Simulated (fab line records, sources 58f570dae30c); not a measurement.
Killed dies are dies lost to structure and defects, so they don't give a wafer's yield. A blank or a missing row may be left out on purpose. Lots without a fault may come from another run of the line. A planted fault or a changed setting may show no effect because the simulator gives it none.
fab line records | flow berkeley_cmos170
record lots=6 wafers=18 last_day=13
route steps=331 shown M2@280 V2@292 M3@331
lots that met no fault: from a run of the same line without faults
start_h: hours from the record's first day to the start of the lot's first wafer shown | wait_h: hours since the lot's step before | " the same as in the row above | L1.1+2: a row that stands for several wafers | - no value, or no start given | * or withheld: withheld | < > ~ a bound
route shown NAME@n: a module of which the file shows steps, and the number in the route of the first | usual: mean/standard deviation of fault-free wafers | same: alike in all rows | chamber/n: place in a boat | sites: the reading at each site | _std_site: their standard deviation | _edge_site: outer sites' mean less inner sites' | radius_mm: how far each site lies from the wafer's centre | mask NAME#n: copy n | behind: the tool/chamber that last shaped the wafer | hold: why the lot was held/for how many hours/how that ended | device: the transistor (n, p or np) that didn't switch | end of line: the same wafers' tests at the end of the route | a step without rows: its recipe alone | killed: dies lost to structure and defects at the first sort, not the wafer's yield | map: a wafer's dies, x killed, . not, _ none there
set.NAME: the setting as run; set.NAME@STEP: as run at that earlier step | model.NAME: the simulator's own value behind a step, which no gauge read
lots at some steps of the route; a table a step, a row a wafer
services: from which hour (start_h, from the record's first day; less than 0 if before it) a tool's chamber was out of use, for how many hours, and why
## steps
# step UCB170_M2_COAT_09
# recipe resist=BARC temp_c=withheld time_s=withheld spin_rpm=3000 resist_thk_nm=withheld
# step UCB170_M2_COAT_10
# recipe resist=KrF spin_rpm=1500 resist_thk_nm=900
# step UCB170_M2_SOFTBAKE_11
# recipe resist=KrF temp_c=130 time_s=60
# step UCB170_M2_EXPOSE_12
# recipe mask_id=METAL2 target_cd_nm=700 na=0.5 sigma_outer=0.6 source_shape=conventional dose_mj=26
# step UCB170_M2_PEB_13
# recipe peb_temp_c=130 peb_time_s=withheld resist=KrF
# step UCB170_M2_DEVELOP_14
# recipe developer=TMAH develop_time_s=45 resist=KrF dev_temp_c=21
# step UCB170_M2_CD_MEAS_15
# recipe target_cd_nm=700
# usual cd_nm=699.7/1.6
# columns lot.wafer tool chamber start_h wait_h cd_nm
L225.1 cd_sem-02 - 199.92 - 698.4
L225.2 " - " " 698.8
L225.5 " - " " 698.8
L227.2 cd_sem-01 - 205.97 - 699.8
L227.3 " - " " 699.8
L227.5 " - " " 700.5
L239.1 cd_sem-01 - 276.58 - 698.8
L239.3 " - " " 698.9
L239.5 " - " " 698.2
L241.2 cd_sem-01 - 292.29 - 701.9
L241.3 " - " " 701.8
L241.4 " - " " 700.9
L243.2 cd_sem-01 - 297.21 - 698.1
L243.3 " - " " 698.2
L243.5 " - " " 698.5
L244.1 cd_sem-02 - 308.17 - 699.4
L244.3 " - " " 700.2
L244.4 " - " " 697.6
# step UCB170_M2_OVL_MEAS_16
# usual M2_OVL=1/6.5
# columns lot.wafer tool chamber start_h wait_h M2_OVL[nm]
L225.1 overlay-01 - 200.04 0.1 0
L225.2 " - " " 4
L225.5 " - " " -1
L227.2 overlay-02 - 206.07 0.1 -11
L227.3 " - " " -8
L227.5 " - " " -9
L239.1 overlay-02 - 276.70 0.1 5
L239.3 " - " " -3
L239.5 " - " " 3
L241.2 overlay-02 - 292.40 0.1 1
L241.3 " - " " 17
L241.4 " - " " 8
L243.2 overlay-02 - 297.31 0.1 -1
L243.3 " - " " 3
L243.5 " - " " 0
L244.1 overlay-02 - 308.29 0.1 8
L244.3 " - " " 7
L244.4 " - " " -1
# step UCB170_M2_ETCH_17
# recipe chemistry=N2/H2 target_depth_a=withheld overetch_a=withheld target=BARC time_s=withheld source_w=500 bias_w=98.44 pressure_mtorr=30 n2_flow_sccm=100 h2_flow_sccm=200
# usual chamber_pressure_mTorr=30.000/0.026 drypump_motor_current_A=5.7/0.44 oes_product_au=0.994/0.015 throttle_valve_pct=13.25/0.22
# columns lot.wafer tool chamber start_h wait_h chamber_pressure_mTorr drypump_motor_current_A oes_product_au throttle_valve_pct
L225.1 rie_diel-04 3 200.08 0.0 29.960 5.7 0.996 13.36
L225.2 " 0 " " 29.971 5.9 0.995 13.08
L225.5 " 3 " " 30.036 5.7 0.985 13.36
L227.2 rie_diel-04 2 206.10 0.0 30.034 5.9 0.976 13.37
L227.3 " 0 " " 30.001 6.0 1.006 13.08
L227.5 " 0 " " 30.001 6.0 1.005 13.06
L239.1 rie_diel-04 0 276.73 0.0 29.980 5.9 0.997 13.08
L239.3 " 3 " " 29.990 5.7 1.001 13.39
L239.5 " 0 " " 29.979 5.9 0.999 13.07
L241.2 rie_diel-03 3 292.43 0.0 29.975 5.0 1.008 13.68
L241.3 " 0 " " 30.026 5.9 1.017 13.28
L241.4 " 2 " " 29.997 6.0 0.997 12.86
L243.2 rie_diel-03 0 297.34 0.0 30.006 6.0 1.011 13.31
L243.3 " 1 " " 29.980 5.3 0.982 12.96
L243.5 " 2 " " 29.995 6.0 1.012 12.87
L244.1 rie_diel-04 2 308.32 0.0 30.008 5.8 0.998 13.38
L244.3 " 0 " " 30.030 5.9 0.991 13.06
L244.4 " 3 " " 30.050 5.7 0.994 13.38
# step UCB170_M2_METAL_ETCH_18
# recipe chemistry=Cl2/BCl3 target=Al stop_on=SiO2 pressure_mtorr=12 target_depth_a=11700 over_etch_frac=0.3 time_s=195 icp_w=600 bias_w=120 Cl2_flow_sccm=90 bcl3_flow_sccm=45
# usual chamber_pressure_mTorr=12.001/0.01 drypump_motor_current_A=5.7/0.31 oes_product_au=0.862/0.011 throttle_valve_pct=24.59/0.22
# same time_s=195
# columns lot.wafer tool chamber start_h wait_h chamber_pressure_mTorr drypump_motor_current_A oes_product_au rf_hours_counter_h throttle_valve_pct
L225.1 rie_metal-02 0 200.12 - 12.001 5.7 0.860 38 24.46
L225.2 " 0 " " 11.989 5.7 0.855 - 24.46
L225.5 " 0 " " 11.986 5.7 0.856 - 24.47
L227.2 rie_metal-04 0 206.15 - 12.001 5.7 0.871 12 24.33
L227.3 " 1 " " 12.001 5.9 0.850 - 24.52
L227.5 " 0 " " 12.005 5.7 0.874 - 24.32
L239.1 rie_metal-02 0 276.79 - 11.987 5.7 0.871 1 24.52
L239.3 " 1 " " 12.019 5.8 0.851 - 24.38
L239.5 " 1 " " 11.988 5.7 0.848 - 24.38
L241.2 rie_metal-01 0 292.47 - 12.016 5.0 0.861 2 24.79
L241.3 " 1 " " 11.989 5.9 0.866 - 24.85
L241.4 " 0 " " 12.007 5.0 0.861 - 24.78
L243.2 rie_metal-01 1 297.39 - 12.001 5.9 0.867 13 24.86
L243.3 " 0 " " 12.005 5.0 0.875 - 24.78
L243.5 " 1 " " 11.986 5.9 0.858 - 24.86
L244.1 rie_metal-01 1 308.36 - 12.011 5.9 0.859 14 24.84
L244.3 " 1 " " 11.986 5.9 0.855 - 24.88
L244.4 " 0 " " 11.996 5.0 0.861 - 24.79
# step UCB170_M2_STRIP_19
# recipe chemistry=O2 power_w=400 pressure_mtorr=3500 platen_temp_c=withheld o2_flow_sccm=400 overash_fraction=0.5
# usual chamber_pressure_mTorr=3500/3.1 drypump_motor_current_A=6.0/0.51 o2_flow_sccm=399.9/1.3 oes_product_au=0.536/0.013
# same overash_fraction=0.5
# columns lot.wafer tool chamber start_h wait_h chamber_pressure_mTorr drypump_motor_current_A o2_flow_sccm oes_product_au rf_hours_counter_h
L225.1 plasma_asher-03 0 200.50 0.3 3500 5.8 399.6 0.534 43
L225.2 " 1 " " 3503 5.1 399.4 0.527 43
L225.5 " 1 " " 3497 5.1 399.5 0.535 -
L227.2 plasma_asher-03 1 206.33 0.1 3505 5.1 401.8 0.552 43
L227.3 " 1 " " 3502 5.1 399.4 0.563 -
L227.5 " 1 " " 3506 5.1 400.2 0.557 -
L239.1 plasma_asher-04 1 276.98 0.1 3501 5.5 400.4 0.517 18
L239.3 " 0 " " 3506 6.1 400.2 0.520 -
L239.5 " 0 " " 3500 6.0 401.3 0.523 -
L241.2 plasma_asher-02 1 292.66 0.1 3498 6.1 399.1 0.517 57
L241.3 " 1 " " 3497 6.1 397.0 0.525 -
L241.4 " 0 " " 3498 6.7 399.6 0.519 -
L243.2 plasma_asher-04 1 297.57 0.1 3503 5.5 399.8 0.535 20
L243.3 " 1 " " 3505 5.5 400.1 0.523 -
L243.5 " 0 " " 3500 6.1 400.4 0.531 -
L244.1 plasma_asher-02 0 308.55 0.1 3502 6.7 401.3 0.541 60
L244.3 " 0 " " 3493 6.7 400.5 0.540 -
L244.4 " 1 " " 3504 6.1 400.4 0.528 -
# step UCB170_M2_CD_MEAS_90
# recipe target_cd_nm=700
# usual cd_nm=698/3.4
# columns lot.wafer tool chamber start_h wait_h cd_nm
L225.1 cd_sem-02 - 200.60 0.1 695
L225.2 " - " " 695
L225.5 " - " " 699
L227.2 cd_sem-02 - 206.45 0.1 701
L227.3 " - " " 700
L227.5 " - " " 702
L239.1 cd_sem-01 - 277.08 0.1 702
L239.3 " - " " 696
L239.5 " - " " 692
L241.2 cd_sem-01 - 292.78 0.1 697
L241.3 " - " " 703
L241.4 " - " " 699
L243.2 cd_sem-02 - 297.69 0.1 699
L243.3 " - " " 695
L243.5 " - " " 699
L244.1 cd_sem-01 - 308.65 0.1 702
L244.3 " - " " 697
L244.4 " - " " 693
# step UCB170_V2_CVD_00
# recipe material=SiO2 target_thk_nm=2000 temp_c=390 precursor=TEOS/O2 time_s=250 rf_w=550 pressure_mtorr=9000
# usual heater_power_w=279/69
# same time_s=250
# columns lot.wafer tool chamber start_h wait_h heater_power_w
L225.1 pecvd-01 2 200.72 0.1 175
L225.2 " 0 " " 339
L225.5 " 1 " " 363
L227.2 pecvd-03 2 206.55 0.1 419
L227.3 " 1 " " 308
L227.5 " 0 " " 210
L239.1 pecvd-03 1 277.20 0.1 305
L239.3 " 2 " " 389
L239.5 " 2 " " 319
L241.2 pecvd-03 0 292.88 0.1 296
L241.3 " 1 " " 278
L241.4 " 2 " " 416
L243.2 pecvd-01 2 297.79 0.1 215
L243.3 " 1 " " 328
L243.5 " 1 " " 263
L244.1 pecvd-04 0 308.77 0.1 412
L244.3 " 1 " " 199
L244.4 " 0 " " 312
# step UCB170_V2_THK_MEAS_01
# recipe reads=SiO2_of_V2_CVD_00
# usual V2_TEOS_THK=1991/25
# columns lot.wafer tool chamber start_h wait_h V2_TEOS_THK[nm]
L225.1 film_metro-03 - 200.87 0.1 1987
L225.2 " - " " 1996
L225.5 " - " " 2020
L227.2 film_metro-02 - 206.72 0.1 1961
L227.3 " - " " 1973
L227.5 " - " " 1984
L239.1 film_metro-01 - 277.36 0.1 1667
L239.3 " - " " 1643
L239.5 " - " " 1700
L241.2 film_metro-01 - 293.05 0.1 1659
L241.3 " - " " 1681
L241.4 " - " " 1676
L243.2 film_metro-03 - 297.96 0.1 2000
L243.3 " - " " 1954
L243.5 " - " " 2004
L244.1 film_metro-03 - 309.00 0.2 1975
L244.3 " - " " 1984
L244.4 " - " " 2006
# step UCB170_V2_CMP_02
# recipe material=SiO2 down_force_psi=6 platen_rpm=60 pad_velocity_m_s=0.75398
# usual motor_current_A=16.2/1.7
# columns lot.wafer tool chamber start_h wait_h motor_current_A
L225.1 cmp-01 3 200.98 0.1 16.0
L225.2 " 1 " " 17.2
L225.5 " 3 " " 16.9
L227.3 cmp-01 0 206.77 0.0 14.3
L227.2 " 3 " " 16.3
L227.5 " 0 " " 14.7
L239.3 cmp-02 2 277.42 0.0 12.7
L239.1 " 0 " " 15.9
L239.5 " 2 " " 12.9
L241.4 cmp-02 2 293.15 0.1 13.0
L241.3 " 3 " " 16.2
L241.2 " 0 " " 15.8
L243.3 cmp-02 0 298.01 0.0 14.9
L243.2 " 1 " " 18.7
L243.5 " 1 " " 18.3
L244.3 cmp-01 2 309.11 0.1 17.0
L244.4 " 3 " " 15.9
L244.1 " 1 " " 17.9
# step UCB170_V2_BOW_MEAS_03
# recipe mode=bow
# usual V2_BOW=39/7.3
# columns lot.wafer tool chamber start_h wait_h V2_BOW[um]
L225.1 film_metro-02 - 201.23 0.2 23
L225.2 " - " " 43
L225.5 " - " " 41
L227.2 film_metro-01 - 207.09 0.1 39
L227.3 " - " " 50
L227.5 " - " " 41
L239.1 film_metro-03 - 277.72 0.1 43
L239.3 " - " " 32
L239.5 " - " " 36
L241.2 film_metro-03 - 293.42 0.1 54
L241.3 " - " " 57
L241.4 " - " " 44
L243.2 film_metro-03 - 298.33 0.2 28
L243.3 " - " " 35
L243.5 " - " " 45
L244.1 film_metro-01 - 309.41 0.1 46
L244.3 " - " " 41
L244.4 " - " " 50
# step UCB170_V2_THK_MEAS_04
# recipe reads=SiO2_of_V2_CVD_00
# usual V2_POLISHED_THK=999.5/1.3
# columns lot.wafer tool chamber start_h wait_h V2_POLISHED_THK[nm]
L225.1 film_metro-02 - 201.35 0.1 999.6
L225.2 " - " " 1000.6
L225.5 " - " " 1001.1
L227.2 film_metro-01 - 207.20 0.1 1001.2
L227.3 " - " " 1001.3
L227.5 " - " " 1000.8
L239.1 film_metro-03 - 277.84 0.1 690.4
L239.3 " - " " 690.9
L239.5 " - " " 691.7
L241.2 film_metro-03 - 293.53 0.1 688.8
L241.3 " - " " 689.4
L241.4 " - " " 690.5
L243.2 film_metro-03 - 298.44 0.1 997.3
L243.3 " - " " 999.1
L243.5 " - " " 998.9
L244.1 film_metro-01 - 309.53 0.1 1000.5
L244.3 " - " " 1000.7
L244.4 " - " " 1000.5
# step UCB170_V2_CLEAN_05
# recipe chemistry=DIW
# step UCB170_V2_HMDS_06
# recipe prime_time_s=60 prime_temp_c=100
# step UCB170_V2_COAT_07
# recipe resist=KrF spin_rpm=1500 resist_thk_nm=900
# step UCB170_V2_SOFTBAKE_08
# recipe resist=KrF temp_c=130 time_s=60
# step UCB170_V2_EXPOSE_09
# recipe mask_id=VIA2 target_cd_nm=700 na=0.5 sigma_outer=0.6 source_shape=conventional dose_mj=37
# step UCB170_V2_PEB_10
# recipe peb_temp_c=130 peb_time_s=withheld resist=KrF
# step UCB170_V2_DEVELOP_11
# recipe developer=TMAH develop_time_s=45 resist=KrF dev_temp_c=21
# step UCB170_V2_CD_MEAS_12
# recipe target_cd_nm=700
# usual cd_nm=700.1/1.4
# columns lot.wafer tool chamber start_h wait_h cd_nm
L225.1 cd_sem-01 - 202.76 - 703.1
L225.2 " - " " 702.6
L225.5 " - " " 702.4
L227.2 cd_sem-01 - 208.28 - 698.8
L227.3 " - " " 699.2
L227.5 " - " " 698.7
L239.1 cd_sem-02 - 279.29 - 698.6
L239.3 " - " " 698.5
L239.5 " - " " 699.7
L241.2 cd_sem-01 - 295.37 - 700.1
L241.3 " - " " 698.2
L241.4 " - " " 700.5
L243.2 cd_sem-02 - 302.86 - 699.2
L243.3 " - " " 698.5
L243.5 " - " " 700.5
L244.1 cd_sem-01 - 311.32 - 699.4
L244.3 " - " " 699.2
L244.4 " - " " 699.3
# step UCB170_V2_OVL_MEAS_13
# usual V2_OVL=0/4.3
# columns lot.wafer tool chamber start_h wait_h V2_OVL[nm]
L225.1 overlay-02 - 202.88 0.1 3
L225.2 " - " " -1
L225.5 " - " " -3
L227.2 overlay-01 - 208.39 0.1 5
L227.3 " - " " -5
L227.5 " - " " -1
L239.1 overlay-01 - 279.41 0.1 -3
L239.3 " - " " -2
L239.5 " - " " 2
L241.2 overlay-01 - 295.48 0.1 -3
L241.3 " - " " 8
L241.4 " - " " -6
L243.2 overlay-02 - 302.97 0.1 3
L243.3 " - " " -3
L243.5 " - " " -6
L244.1 overlay-02 - 311.44 0.1 1
L244.3 " - " " 2
L244.4 " - " " -2
# step UCB170_V2_ETCH_14
# recipe chemistry=CHF3/CF4/Ar target=SiO2 stop_on=Al CHF3_flow_sccm=45 cf4_flow_sccm=15 Ar_flow_sccm=150 pressure_mtorr=200 rf_w=700 target_depth_a=12500 over_etch_frac=0.25 time_s=291
# usual cf4_flow_sccm=15.00/0.043 chamber_pressure_mTorr=199.97/0.17 drypump_motor_current_A=5.5/0.4 oes_product_au=0.873/0.013 throttle_valve_pct=6.94/0.11
# same time_s=291
# columns lot.wafer tool chamber start_h wait_h cf4_flow_sccm chamber_pressure_mTorr drypump_motor_current_A oes_product_au rf_hours_counter_h throttle_valve_pct
L225.1 rie_diel-03 2 202.92 0.0 14.91 199.45 6.0 0.899 136 6.72
L225.2 " 0 " " 14.98 200.00 5.9 0.884 66 6.98
L225.5 " 1 " " 15.02 199.63 5.3 0.869 - 6.72
L227.2 rie_diel-02 2 208.42 0.0 15.02 199.98 6.1 0.847 80 7.02
L227.3 " 0 " " 15.00 200.09 5.8 0.865 11 6.96
L227.5 " 3 " " 14.96 200.00 4.8 0.878 - 6.96
L239.1 rie_diel-02 1 279.45 0.0 15.02 200.06 5.7 0.730 44 6.89
L239.3 " 3 " " 15.02 200.10 4.8 0.727 93 6.97
L239.5 " 1 " " 14.99 200.09 5.7 0.724 - 6.88
L241.2 rie_diel-03 2 295.51 0.0 15.00 199.87 6.0 0.735 0 6.71
L241.3 " 0 " " 14.99 199.94 5.9 0.737 71 6.94
L241.4 " 1 " " 15.04 199.53 5.3 0.719 23 6.70
L243.2 rie_diel-01 0 303.00 0.0 15.01 200.06 5.4 0.872 84 6.91
L243.3 " 0 " " 14.95 200.16 5.4 0.875 - 6.91
L243.5 " 0 " " 15.04 199.90 5.4 0.875 - 6.91
L244.1 rie_diel-02 1 311.48 0.0 14.90 199.69 5.7 0.883 46 6.90
L244.3 " 3 " " 15.00 199.61 4.9 0.877 95 6.97
L244.4 " 2 " " 14.98 200.03 6.2 0.844 84 7.04
# step UCB170_V2_STRIP_15
# recipe chemistry=O2 power_w=400 pressure_mtorr=3500 platen_temp_c=withheld o2_flow_sccm=384.1 overash_fraction=0.5
# usual chamber_pressure_mTorr=3500/3.3 drypump_motor_current_A=5.5/0.5 o2_flow_sccm=384.1/1.1 oes_product_au=0.719/0.0044 strip_time_to_endpoint_s=15.49/0.12
# same overash_fraction=0.5
# columns lot.wafer tool chamber start_h wait_h chamber_pressure_mTorr drypump_motor_current_A o2_flow_sccm oes_product_au rf_hours_counter_h strip_time_to_endpoint_s
L225.1 plasma_asher-01 1 203.10 0.1 3500 5.6 383.8 0.719 48 15.39
L225.2 " 0 " " 3497 5.0 383.2 0.718 48 15.37
L225.5 " 0 " " 3504 5.0 383.2 0.717 - 15.32
L227.2 plasma_asher-03 0 208.60 0.1 3499 5.8 384.3 0.725 43 15.50
L227.3 " 0 " " 3496 5.7 383.6 0.720 - 15.66
L227.5 " 0 " " 3495 5.7 383.5 0.717 - 15.59
L239.1 plasma_asher-02 0 279.62 0.1 3505 6.7 384.1 0.714 56 15.52
L239.3 " 1 " " 3502 6.0 387.0 0.720 - 15.40
L239.5 " 1 " " 3499 6.0 386.1 0.720 - 15.49
L241.2 plasma_asher-03 0 295.69 0.1 3505 5.8 385.6 0.727 53 15.40
L241.3 " 0 " " 3498 5.7 384.4 0.712 - 15.42
L241.4 " 1 " " 3497 5.1 384.6 0.722 - 15.56
L243.2 plasma_asher-03 1 303.26 0.2 3497 5.1 383.0 0.722 53 15.75
L243.3 " 1 " " 3504 5.1 383.0 0.724 - 15.63
L243.5 " 1 " " 3495 5.1 382.4 0.713 - 15.58
L244.1 plasma_asher-03 0 311.66 0.1 3495 5.8 384.9 0.717 54 15.56
L244.3 " 1 " " 3496 5.1 382.6 0.726 - 15.43
L244.4 " 0 " " 3502 5.8 383.5 0.721 - 15.41
# step UCB170_M3_PROBE_99
# columns lot.wafer tool chamber start_h wait_h model.etest.tester.sort_n_pass model.etest.tester.sort_yield_pct
L225.1 prober-02 - 206.16 0.1 262 99.24
L225.2 prober-02 - 206.21 0.1 261 98.86
L225.5 prober-02 - 206.36 0.2 263 99.62
L227.2 prober-01 - 211.62 0.1 261 98.86
L227.3+5 prober-01 - 211.67 0.2 262 99.24
L239.1 prober-02 - 282.59 0.1 234 88.64
L239.3+5 prober-02 - 282.69 0.2 238 90.15
L241.2+3+4 prober-01 - 300.33 0.1 - -
L243.2 prober-01 - 307.26 0.1 258 97.73
L243.3 prober-01 - 307.31 0.2 259 98.11
L243.5 prober-01 - 307.41 0.2 261 98.86
L244.1 prober-02 - 315.36 0.1 260 98.48
L244.3 prober-02 - 315.46 0.2 261 98.86
L244.4 prober-02 - 315.51 0.2 259 98.11
# killed by level:class
L225.1 SILICIDE:geometric_particle:open=1 NWELL:area_etch=1
L225.2 WELLDRIVE:geometric_particle:short=1 GATE:geometric_particle:short=1 M1:geometric_particle:short=1
L225.5 SPACER:geometric_particle:open=1
L227.2 WELLDRIVE:geometric_particle:open=1 SILICIDE:geometric_particle:short=1 V2:geometric_particle:short=1
L227.3 GATE:geometric_particle:short=1 PSD:coat_microbubble_printed=1
L227.5 SPACER:geometric_particle:short=1 M1:geometric_particle:short=1
L239.1 V2:area_cvd=25 GATE:geometric_particle:short=2 GATE:geometric_particle:open=1 M1:geometric_particle:short=1 V2:geometric_particle:open=1
L239.3 V2:area_cvd=24 GATE:geometric_particle:short=1 M1:geometric_particle:short=1
L239.5 V2:area_cvd=20 GATE:geometric_particle:open=2 GATE:geometric_particle:short=1 SPACER:geometric_particle:open=1 M2:geometric_particle:short=1 M3:geometric_particle:short=1
L243.2 V1:geometric_particle:open=2 GATE:geometric_particle:short=1 SPACER:geometric_particle:short=1 CONTACT:geometric_particle:short=1 M1:geometric_particle:short=1
L243.3 WELLDRIVE:geometric_particle:open=1 SCREENOX:geometric_particle:short=1 SPACER:geometric_particle:short=1 SPACER:geometric_particle:open=1 SILICIDE:geometric_particle:open=1
L243.5 SACOX:geometric_particle:open=1 SPACER:geometric_particle:open=1 M2:geometric_particle:short=1
L244.1 GATE:geometric_particle:open=1 SPACER:geometric_particle:open=1 V1:geometric_particle:short=1 M2:geometric_particle:short=1
L244.3 ACTIVE:area_etch=2 GATE:geometric_particle:open=1
L244.4 GATE:geometric_particle:short=3 ACTIVE:geometric_particle:open=1 GATE:geometric_particle:open=1
# map L239.1 (x killed, . not)
________x.xxx.._______
_____x...........x____
____..............x___
___x...............x__
__x.................x_
__..................._
_x....................
_..................x..
_xx...............x...
_.....x..............x
__x.....x..x........._
__x.................x_
___...............xx__
____.x............x___
_____............x____
________...x..x_______
# map L227.2 (x killed, . not)
________......._______
_____.............____
____x..............___
___.................__
__..................._
__..................._
_.....................
_.....................
_.....................
_.....................
__..................._
__.......xx.........._
___.................__
____...............___
_____.............____
________......._______
## services
# columns tool chamber start_h hours kind
cmp-01 - 178.59 3.8 pm
cmp-01 - 183.01 3.9 repair
cmp-02 - 198.35 27.4 repair
pecvd-03 - 199.42 2.8 pm
pecvd-03 1 208.78 14.9 repair
rie_diel-04 3 209.42 2.7 repair
rie_diel-03 2 223.10 16.4 repair
cmp-01 - 231.12 0.6 repair
cmp-02 - 232.00 4.0 pm
rie_diel-02 2 243.03 4.0 repair
rie_diel-03 - 258.88 0.2 repair
cmp-01 - 262.91 1.1 repair
rie_diel-02 2 269.27 8.1 repair
cmp-01 - 273.32 1.6 repair
rie_diel-04 0 273.95 1.4 repair
cmp-01 - 273.97 4.1 repair
cmp-02 - 274.02 0.8 repair
rie_diel-04 1 274.18 3.2 repair
cmp-02 - 280.64 1.7 repair
rie_diel-04 1 284.05 7.4 repair
rie_diel-03 - 287.21 2.8 pm
pecvd-03 0 297.53 3.1 repair
plasma_asher-03 - 308.84 2.8 pm
cmp-02 - 309.71 4.9 pm
## key
first_sign step=UCB170_V2_THK_MEAS_01 reading=V2_TEOS_THK direction=down sigmas=13 usual=1991 struck=1671
effect step=UCB170_V2_THK_MEAS_04 reading=V2_POLISHED_THK direction=down sigmas=99+ usual=999.5 struck=690.3
effect step=UCB170_V2_ETCH_14 reading=oes_product_au direction=down sigmas=11 usual=0.873 struck=0.729
model_effect step=UCB170_M3_PROBE_99 value=etest.tester.sort_n_pass without=259.7 struck=236.7
more_kills_born_at UCB170_V2_CVD_00@pecvd-03=69
met_at UCB170_V2_CVD_00
struck_wafers L239.1,L239.3,L239.5,L241.2,L241.3,L241.4
sort_left_out L241.2,L241.3,L241.4
onset_between 206.55 277.20
fault kind=site_profile_drift tool=pecvd-03 chamber=- onset_h=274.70 steps=UCB170_V2_CVD_00 basis=fraction max_abs_drift=0.34799 slope_share_per_hr=77.331 site_pattern=0,0,0,0,0,-1,-1,-1,-1
# sort_left_out: the simulated sort isn't trusted on such a fault, so these wafers' sort isn't shown, and their yield isn't known
